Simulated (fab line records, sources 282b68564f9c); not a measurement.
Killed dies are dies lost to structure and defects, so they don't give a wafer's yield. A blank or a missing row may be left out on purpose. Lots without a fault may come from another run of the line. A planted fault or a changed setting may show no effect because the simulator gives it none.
Which tool did it? | flow rit_cmos | 14 lots, 42 wafers sampled, at 3 steps of a route of 202

WHAT THE GAUGES READ, wafer by wafer
RIT_SILICIDE_RS_MEAS_02: measures by four-point-probe. Usual: SILICIDE_TI_RS 49.6 ohm/sq, standard deviation 0.7.
lot  | measured    | on            | SILICIDE_TI_RS (ohm/sq) | flag
L756 | day 3 05:46 | film_metro-03 | 49.4 49.5 49.2          |
L757 | day 3 08:47 | film_metro-03 | 49.5 48.9 49.8          |
L758 | day 3 13:45 | film_metro-03 | 49.4 49.1 50.1          |
L761 | day 4 05:04 | film_metro-04 | 49.5 49.3 48.7          |
L762 | day 4 11:56 | film_metro-02 | 31.7 50.0 32.0          | OFF
L763 | day 4 14:56 | film_metro-03 | 50.4 50.2 50.4          |
L764 | day 4 22:20 | film_metro-03 | 49.0 49.0 31.2          | OFF
L769 | day 5 22:53 | film_metro-04 | 49.9 50.6 50.0          |
L771 | day 6 07:15 | film_metro-02 | 50.5 50.4 50.3          |
L774 | day 7 02:29 | film_metro-02 | 50.1 50.5 49.7          |
L775 | day 7 10:19 | film_metro-03 | 49.2 50.3 49.6          |
L776 | day 7 16:03 | film_metro-03 | 50.6 49.1 49.9          |
L778 | day 8 01:53 | film_metro-04 | 50.4 49.9 49.1          |
L779 | day 8 13:51 | film_metro-03 | 50.1 50.3 50.4          |

RIT_SILICIDE_THK_MEAS_03: measures by xrf. Usual: SILICIDE_TI_THK 28.9 nm, standard deviation 0.41.
lot  | measured    | on            | SILICIDE_TI_THK (nm) | flag
L756 | day 3 05:53 | film_metro-03 | 29.2 29.0 29.3       |
L757 | day 3 08:53 | film_metro-03 | 29.2 29.5 29.0       |
L758 | day 3 13:52 | film_metro-03 | 29.2 29.4 28.8       |
L761 | day 4 05:11 | film_metro-04 | 29.1 29.0 29.5       |
L762 | day 4 12:04 | film_metro-02 | 41.3 28.7 41.1       | OFF
L763 | day 4 15:02 | film_metro-03 | 28.7 28.8 28.7       |
L764 | day 4 22:26 | film_metro-03 | 29.4 29.4 42.3       | OFF
L769 | day 5 23:00 | film_metro-04 | 28.7 28.3 28.6       |
L771 | day 6 07:22 | film_metro-02 | 28.5 28.5 28.6       |
L774 | day 7 02:36 | film_metro-02 | 28.5 28.3 28.7       |
L775 | day 7 10:26 | film_metro-03 | 29.2 28.6 29.1       |
L776 | day 7 16:09 | film_metro-03 | 28.6 29.2 28.9       |
L778 | day 8 02:00 | film_metro-04 | 28.3 28.6 28.8       |
L779 | day 8 13:58 | film_metro-03 | 28.8 28.7 28.5       |

WHICH TOOL RAN EACH LOT (tool, then ch and the chambers of the sampled wafers, then the start)
lot  | RIT_SILICIDE_SPUTTER_01
L756 | pvd_sputter-03, day 3 05:37
L757 | pvd_sputter-02, day 3 08:37
L758 | pvd_sputter-03, day 3 13:36
L761 | pvd_sputter-04, day 4 04:55
L762 | pvd_sputter-02, day 4 11:47
L763 | pvd_sputter-04, day 4 14:46
L764 | pvd_sputter-02, day 4 22:10
L769 | pvd_sputter-04, day 5 22:43
L771 | pvd_sputter-03, day 6 07:05
L774 | pvd_sputter-02, day 7 02:19
L775 | pvd_sputter-03, day 7 10:09
L776 | pvd_sputter-02, day 7 15:52
L778 | pvd_sputter-02, day 8 01:44
L779 | pvd_sputter-04, day 8 13:42
- RIT_SILICIDE_SPUTTER_01: material Ti, target thk 30 nm, time 234.8 s.

WHAT THE TOOLS THEMSELVES READ (means of the sampled wafers that have a number; where no wafer has one, the mark that the record gives instead)
RIT_SILICIDE_SPUTTER_01. Usual: throttle_valve_pct 29.4 %, standard deviation 1.2.
lot  | tool           | throttle_valve_pct (%) | flag
L756 | pvd_sputter-03 | 29.1                   |
L757 | pvd_sputter-02 | 28.6                   |
L758 | pvd_sputter-03 | 28.3                   |
L761 | pvd_sputter-04 | 30.1                   |
L762 | pvd_sputter-02 | 29.2                   |
L763 | pvd_sputter-04 | 30.2                   |
L764 | pvd_sputter-02 | 29.5                   |
L769 | pvd_sputter-04 | 30.0                   |
L771 | pvd_sputter-03 | 28.1                   |
L774 | pvd_sputter-02 | 28.8                   |
L775 | pvd_sputter-03 | 28.0                   |
L776 | pvd_sputter-02 | 29.0                   |
L778 | pvd_sputter-02 | 27.9                   |
L779 | pvd_sputter-04 | 30.2                   |

THE ANSWER, worked out from the rows above alone
Rule: a lot is off if the mean of its wafers that have a number lies more than 3 standard deviations from the usual mean. A lot without any number at a reading at which 4 lots or more have one is off too. The other lots that the step has rows for count as sound. The gauges are gone through in route order, then the tools' own readings, and for those a lot's mean is taken as printed above. The first step at which some lot is off is used, and at that step the reading that is off furthest; a lot without a number counts as furthest.
Off: L762, L764, at RIT_SILICIDE_RS_MEAS_02 (SILICIDE_TI_RS).
A tool fits if, at a process step before that reading, it ran every lot that is off, and no sound lot after the first of them. The gauges at RIT_SILICIDE_RS_MEAS_02 are tried like those tools. None of those tried fits.

WHAT THE SIMULATOR HAD PUT IN
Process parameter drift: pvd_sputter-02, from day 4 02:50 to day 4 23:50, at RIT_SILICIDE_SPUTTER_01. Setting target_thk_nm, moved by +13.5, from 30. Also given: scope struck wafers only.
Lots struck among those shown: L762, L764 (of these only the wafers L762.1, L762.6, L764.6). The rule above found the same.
